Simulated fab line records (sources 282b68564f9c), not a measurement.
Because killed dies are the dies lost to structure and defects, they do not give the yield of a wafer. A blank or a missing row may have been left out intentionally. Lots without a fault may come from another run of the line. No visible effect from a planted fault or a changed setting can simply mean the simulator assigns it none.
fab line records -- flow rit_cmos
record lots=14, wafers=42, last_day=7
route steps=202 shown FOX1@20
lots that met no fault: taken from a fault-free run of the same line
start_h: hours from the record's first day to the start of the lot's first wafer shown -- wait_h: how many hours have passed since the lot's step before this one -- " as in the row above -- L1.1+2: a single row standing in for several wafers -- - no value, or no start given -- * or withheld: withheld -- < > ~ a bound
route shown NAME@n: a module of which the file shows steps, and the number in the route of the first -- usual: mean and standard deviation over wafers with no fault -- same: alike in all rows -- chamber/n: place in a boat -- sites: each site's reading -- _std_site: the values' standard deviation -- _edge_site: the outer-site mean with the inner-site mean subtracted -- radius_mm: how far each site lies from the wafer's centre -- mask NAME#n: copy n -- behind: the most recent tool/chamber to have shaped the wafer -- hold: the reason the lot was held/the length of the hold in hours/how it ended -- device: names the non-switching transistor (n, p or np) -- end of line: tests run on the same wafers once the route is complete -- a step without rows: its recipe alone -- killed: dies that structure and defects cost at the first sort, which is not the same as the wafer's yield -- map: shows each die of a wafer: x if killed, . if not, _ if none is there
set.NAME: the setting the step ran with; set.NAME@STEP: the setting that earlier step ran with -- model.NAME: the simulator's own value behind a step, which no gauge read
steps of the route over a sample of lots; a table a step, a row a wafer
services: the hour from which a tool's chamber was out of use, counted from the record's first day as start_h (under 0 if before that day), plus the number of hours and why
## steps
# step RIT_FOX1_OXIDATION_00
# recipe temp_c=1100, ambient=H2O, target_thk_a=3507, p_h2o_torr=720, ox_time_s=1130
# usual spike_tc_centre_C=1102.4/1.4, spike_tc_load_C=1131.2/2.8, spike_tc_source_C=1124.7/1, tube_center_temp_C=1100/0.11, tube_center_temp_C_max=1102.8/0.47
lot.wafer,tool,chamber,start_h,wait_h,spike_tc_centre_C,spike_tc_load_C,spike_tc_source_C,tube_center_temp_C,tube_center_temp_C_max
L734.1,furnace-04,0,19.32,3.0,1103.3,1133.2,1124.9,1100.2,1103.5
L734.3,furnace-04,0,19.32,3.0,1103.7,1133.1,1123.0,1099.8,1102.1
L734.4,furnace-04,0,19.32,3.0,1104.3,1132.5,1124.5,1100,1102.6
L735.1,furnace-03,0,27.66,4.3,1100.3,1127.9,1125.4,1100,1103.3
L735.2,furnace-03,0,27.66,4.3,1101.2,1128.5,1125.5,1100.1,1102.5
L735.3,furnace-03,0,27.66,4.3,1103.1,1125.0,1123.6,1100.1,1102.3
L736.3,furnace-03,0,27.66,0.2,1101.4,1125.8,1125.1,1099.9,1102.3
L736.5,furnace-03,0,27.66,0.2,1101.5,1127.9,1124.5,1099.9,1103.1
L736.6,furnace-03,0,27.66,0.2,1102.0,1126.8,1125.6,1100.1,1103.3
L738.2,furnace-01,0,39.83,2.1,1102.9,1133.3,1126.3,1099.9,1102.9
L738.3,furnace-01,0,39.83,2.1,1104.0,1132.6,1125.3,1100.1,1103.7
L738.6,furnace-01,0,39.83,2.1,1101.1,1133.3,1123.7,1100,1102.8
L739.2,furnace-01,0,43.08,1.5,1102.6,1133.1,1125.7,1099.8,1103.0
L739.3,furnace-01,0,43.08,1.5,1099.3,1132.7,1124.3,1100.1,1103.6
L739.5,furnace-01,0,43.08,1.5,1102.8,1132.4,1125.6,1099.9,1102.4
L740.1,furnace-01,0,46.84,0.0,1102.5,1133.6,1125.5,1100,1102.1
L740.3,furnace-01,0,46.84,0.0,1102.0,1133.4,1125.5,1100,1102.9
L740.5,furnace-01,0,46.84,0.0,1102.4,1134.2,1125.4,1099.9,1102.3
L741.3,furnace-04,0,52.51,2.0,1102.7,1133.3,1122.6,1100,1103.0
L741.4,furnace-04,0,52.51,2.0,1103.8,1132.5,1124.0,1100,1102.1
L741.6,furnace-04,0,52.51,2.0,1103.9,1132.3,1125.9,1099.9,1102.2
L744.2,furnace-04,0,69.84,3.3,1101.8,1132.0,1125.3,1099.9,1103.5
L744.3,furnace-04,0,69.84,3.3,1101.7,1132.8,1123.1,1100,1103.4
L744.4,furnace-04,0,69.84,3.3,1103.3,1132.2,1124.0,1100.1,1103.4
L746.2,furnace-04,0,76.83,0.0,1078.6,1106.0,1097.9,1075.1,1077.9
L746.4,furnace-04,0,76.83,0.0,1078.3,1109.0,1099.0,1075,1079.1
L746.6,furnace-04,0,76.83,0.0,1079.7,1108.9,1100.2,1075,1077.4
L747.2,furnace-01,0,83.13,0.8,1102.3,1134.0,1124.6,1099.8,1102.6
L747.3,furnace-01,0,83.13,0.8,1101.6,1133.5,1124.3,1099.9,1103.5
L747.6,furnace-01,0,83.13,0.8,1101.9,1132.6,1125.8,1100,1102.9
L748.2,furnace-04,0,88.34,1.7,1078.5,1108.3,1100.2,1075,1077.8
L748.3,furnace-04,0,88.34,1.7,1078.8,1107.4,1099.3,1074.9,1077.6
L748.5,furnace-04,0,88.34,1.7,1077.1,1106.6,1097.7,1074.9,1076.9
L754.2,furnace-03,0,117.31,1.2,1101.9,1126.5,1126.3,1100.2,1103.4
L754.4,furnace-03,0,117.31,1.2,1103.7,1127.4,1125.6,1100,1103.1
L754.6,furnace-03,0,117.31,1.2,1101.5,1127.1,1125.6,1100,1102.5
L755.3,furnace-01,0,122.66,0.4,1103.1,1131.7,1126.2,1100,1103.3
L755.4,furnace-01,0,122.66,0.4,1102.2,1133.5,1126.3,1100,1102.8
L755.5,furnace-01,0,122.66,0.4,1101.7,1133.2,1123.7,1100,1102.6
L757.1,furnace-01,0,132.05,0.4,1101.5,1133.1,1123.8,1100,1103.2
L757.2,furnace-01,0,132.05,0.4,1102.6,1132.0,1124.0,1099.9,1102.1
L757.6,furnace-01,0,132.05,0.4,1104.3,1135.9,1124.5,1100.1,1102.6
# step RIT_FOX1_THK_MEAS_01
# recipe reads=SiO2_of_FOX1_OXIDATION_00
# usual FOX1_OXIDE_THK=349/7.2
lot.wafer,tool,chamber,start_h,wait_h,FOX1_OXIDE_THK[nm]
L734.1,film_metro-01,-,20.63,0.0,353
L734.3,film_metro-01,-,20.63,0.0,349
L734.4,film_metro-01,-,20.63,0.0,350
L735.1,film_metro-02,-,28.97,0.0,337
L735.2,film_metro-02,-,28.97,0.0,340
L735.3,film_metro-02,-,28.97,0.0,340
L736.3,film_metro-01,-,28.99,0.0,360
L736.5,film_metro-01,-,28.99,0.0,356
L736.6,film_metro-01,-,28.99,0.0,357
L738.2,film_metro-04,-,41.16,0.0,345
L738.3,film_metro-04,-,41.16,0.0,343
L738.6,film_metro-04,-,41.16,0.0,343
L739.2,film_metro-04,-,44.40,0.0,341
L739.3,film_metro-04,-,44.40,0.0,349
L739.5,film_metro-04,-,44.40,0.0,346
L740.1,film_metro-04,-,48.15,0.0,346
L740.3,film_metro-04,-,48.15,0.0,343
L740.5,film_metro-04,-,48.15,0.0,340
L741.3,film_metro-02,-,53.84,0.0,358
L741.4,film_metro-02,-,53.84,0.0,357
L741.6,film_metro-02,-,53.84,0.0,356
L744.2,film_metro-02,-,71.17,0.0,348
L744.3,film_metro-02,-,71.17,0.0,345
L744.4,film_metro-02,-,71.17,0.0,344
L746.2,film_metro-02,-,78.16,0.0,308
L746.4,film_metro-02,-,78.16,0.0,322
L746.6,film_metro-02,-,78.16,0.0,316
L747.2,film_metro-01,-,84.45,0.0,349
L747.3,film_metro-01,-,84.45,0.0,347
L747.6,film_metro-01,-,84.45,0.0,349
L748.2,film_metro-04,-,89.67,0.0,311
L748.3,film_metro-04,-,89.67,0.0,310
L748.5,film_metro-04,-,89.67,0.0,314
L754.2,film_metro-02,-,118.63,0.0,355
L754.4,film_metro-02,-,118.63,0.0,355
L754.6,film_metro-02,-,118.63,0.0,349
L755.3,film_metro-02,-,123.99,0.0,326
L755.4,film_metro-02,-,123.99,0.0,339
L755.5,film_metro-02,-,123.99,0.0,334
L757.1,film_metro-02,-,133.37,0.0,344
L757.2,film_metro-02,-,133.37,0.0,339
L757.6,film_metro-02,-,133.37,0.0,342
## services
tool,chamber,start_h,hours,kind
furnace-01,-,14.25,3.8,pm
furnace-01,-,18.07,4.0,pm
furnace-03,-,22.35,5.1,pm
furnace-04,-,23.89,11.9,pm
## key
first_sign step=RIT_FOX1_OXIDATION_00, reading=tube_center_temp_C, direction=down, sigmas=99+, usual=*, struck=*
effect step=RIT_FOX1_OXIDATION_00, reading=tube_center_temp_C_max, direction=down, sigmas=54, usual=*, struck=*
effect step=RIT_FOX1_THK_MEAS_01, reading=FOX1_OXIDE_THK, direction=down, sigmas=4.9, usual=349, struck=313
met_at RIT_FOX1_OXIDATION_00
struck_lots L746,L748
tester_left_out L746,L748
onset_between 69.84 76.83
fault kind=process_parameter_drift, tool=furnace-04, chamber=-, onset_h=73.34, steps=RIT_FOX1_OXIDATION_00, channel=temp_c, offset=*, shape=step, end_h=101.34, acts_in=*, stated=*
# tester_left_out: of these lots the tester's yield and bins aren't shown, on N5 and GAA mostly nor the transistor test; their killed dies are dies lost to structure and defects alone, not to doping, threshold or leakage, so they don't give the yield
